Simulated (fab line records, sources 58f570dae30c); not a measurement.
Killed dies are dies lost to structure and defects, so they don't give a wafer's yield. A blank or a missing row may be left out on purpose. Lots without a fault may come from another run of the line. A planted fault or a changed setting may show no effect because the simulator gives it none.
Which tool did it? | flow berkeley_cmos170 | 7 lots, 21 wafers sampled, at 1 step of a route of 331

WHAT THE GAUGES READ, wafer by wafer
UCB170_NVT_OVL_MEAS_06.
lot  | measured    | on         | NVT_OVL (nm)
L383 | day 5 21:24 | overlay-02 | -1 -5 -1
L386 | day 6 18:16 | overlay-02 | 5 -4 3
L387 | day 6 18:55 | overlay-02 | 7 11 5
L393 | day 7 13:22 | overlay-02 | 4 8 7
L396 | day 8 15:25 | overlay-02 | 7 4 8
L402 | day 9 16:01 | overlay-01 | 10 7 7
L403 | day 9 22:07 | overlay-02 | 5 2 4

WHICH TOOL RAN EACH LOT (tool, then ch and the chambers of the sampled wafers, then the start)
The record holds no process step before these readings.

THE ANSWER, worked out from the rows above alone
Rule: what is usual is taken from the lots themselves. Put in order of their means at a reading, lots are off if they are a third of the lots or fewer, leave a main group of 4 or more, and stand apart from it by a gap of 3 or more times the standard deviation of the main group's means; of several such gaps the widest counts. A main group whose means are all the same, to the digits that the tables above print for the reading, isn't used. A lot without any number at a reading at which 4 lots or more have one is off too. The other lots that the step has rows for count as sound.
No lot is off at any reading shown: from this, nothing can be told.

WHAT THE SIMULATOR HAD PUT IN
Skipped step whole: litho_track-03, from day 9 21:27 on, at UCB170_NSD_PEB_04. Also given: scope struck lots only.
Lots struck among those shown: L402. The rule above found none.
